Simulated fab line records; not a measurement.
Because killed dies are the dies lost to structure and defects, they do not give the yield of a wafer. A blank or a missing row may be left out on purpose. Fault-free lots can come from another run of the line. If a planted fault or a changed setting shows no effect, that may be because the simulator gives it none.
Code-filled problem report in 8D (eight disciplines) form / flow rit cmos / the parts of the form that need people (team, actions taken, sign-off) are left out

1. PROBLEM STATEMENT
SPACER_NITRIDE_THK at RIT_SPACER_THK_MEAS_04 reads a mean of 352.4 nm on 3 wafers of 1 lot; wafers without a fault read 250.9 nm with a standard deviation of 2.1. Measured from the usual mean, that is +48 standard deviations.
Seen first at day 5 04:48 on film metro-04, wafer L101.1. The record has a number at this step for 39 wafers belonging to 13 lots. Rule for "out" (also "out of limits"): further than 4 standard deviations from the usual mean. Any other wafer with a number is counted as sound.

2. WHAT IT IS, AND WHAT IT ISN'T
question=which readings at this step | is=SPACER_NITRIDE_THK | is not=-
question=which lots | is=L101 | is not=L100, L106, L107, L108, L110, L111, L114, L991, L992, L993, L994, L996
question=which wafers of those lots | is=all that have a number | is not=-
question=read on which gauges | is=film metro-04 | is not=film metro-01, film metro-03
question=when | is=from day 5 04:48 | is not=up to then (18 sound wafers); but 18 sound wafers of L106, L107, L108, L110, L111, L114 came after

3. WHAT RULES OUT EACH SUSPECT
Counting: a tool at any process step up to the reading remains a suspect when it ran all the lots that are out and ran no sound lot after the first of those.
- the gauge at RIT_SPACER_THK_MEAS_04 has been ruled out. All the wafers that are out were read on film metro-04, but those of them that RIT_SPACER_CVD_03 has rows for are out there too, on other tools.
- lpcvd-01 at RIT_SPACER_CVD_03 (deposits Si3N4 from SiH2Cl2/NH3, target thk 250 nm, time 3300 s): ruled out as a lasting fault. The sound lots L106, L110 went through it after L101, its earliest lot that is out (day 5 02:53).
Left after counting: nothing in the record.

4. THE CAUSE (what the simulator had put in)
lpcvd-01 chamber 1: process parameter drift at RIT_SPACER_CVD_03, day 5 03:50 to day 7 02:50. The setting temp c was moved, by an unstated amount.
The count ruled it out by mistake, since the rule takes a fault to strike every lot its tool runs from the start of the fault on, and this one did not do so.

5. THE CHAIN OF EFFECTS, in route order
Rows list readings where the struck wafers' mean (over those with a number) sits beyond 3 standard deviations from the usual. Readings are gone through only where the record gives a usual standard deviation; hours: the median, over the lots, of the time from a lot's start at the first step in this table giving one to that lot's start at this step; sigmas: the change measured in usual standard deviations.
hours=0; step=RIT_SPACER_CVD_03; reading=spike tc centre C; usual=811.6 C; on struck wafers=834.0; change=+22.4; sigmas=+15
hours=0; step=RIT_SPACER_CVD_03; reading=spike tc load C; usual=833 C; on struck wafers=856; change=+23; sigmas=+5.9
hours=0; step=RIT_SPACER_CVD_03; reading=spike tc source C; usual=834 C; on struck wafers=857; change=+23; sigmas=+7.8
hours=2; step=RIT_SPACER_THK_MEAS_04; reading=SPACER_NITRIDE_THK; usual=250.9 nm; on struck wafers=352.4; change=+101.5; sigmas=+48
hours=2; step=RIT_SPACER_ETCHBACK_05; reading=oes product au; usual=0.847 a.u.; on struck wafers=0.998; change=+0.151; sigmas=+9.4
hours=13; step=RIT_M1_PROBE_99; reading=killed at front end; usual=7; on struck wafers=264; change=+257; sigmas=+80
hours=13; step=RIT_M1_PROBE_99; reading=killed dies; usual=7; on struck wafers=264; change=+257; sigmas=+80
hours=13; step=RIT_M1_PROBE_99; reading=killed on rim; usual=1.9; on struck wafers=70.0; change=+68.1; sigmas=+49
Process steps it contains:
- RIT_SPACER_CVD_03: deposits Si3N4 from SiH2Cl2/NH3, target thk 250 nm, time 3300 s.
- RIT_SPACER_ETCHBACK_05: etches Si3N4 in SF6/CHF3, stops on SiO2, target depth 250 nm, time 240 s.
- RIT_M1_PROBE_99

6. WHAT WOULD HAVE CAUGHT IT SOONER
In this record the first reading out of limits at a measuring or inspecting step was taken at day 5 04:48, 1 hour after the fault began at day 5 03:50.
At RIT_SPACER_CVD_03, the tool's own readings (spike tc centre C, spike tc load C, spike tc source C) were out on each struck wafer the step has a row for, so an alarm limit on them would have fired on the first such wafer.
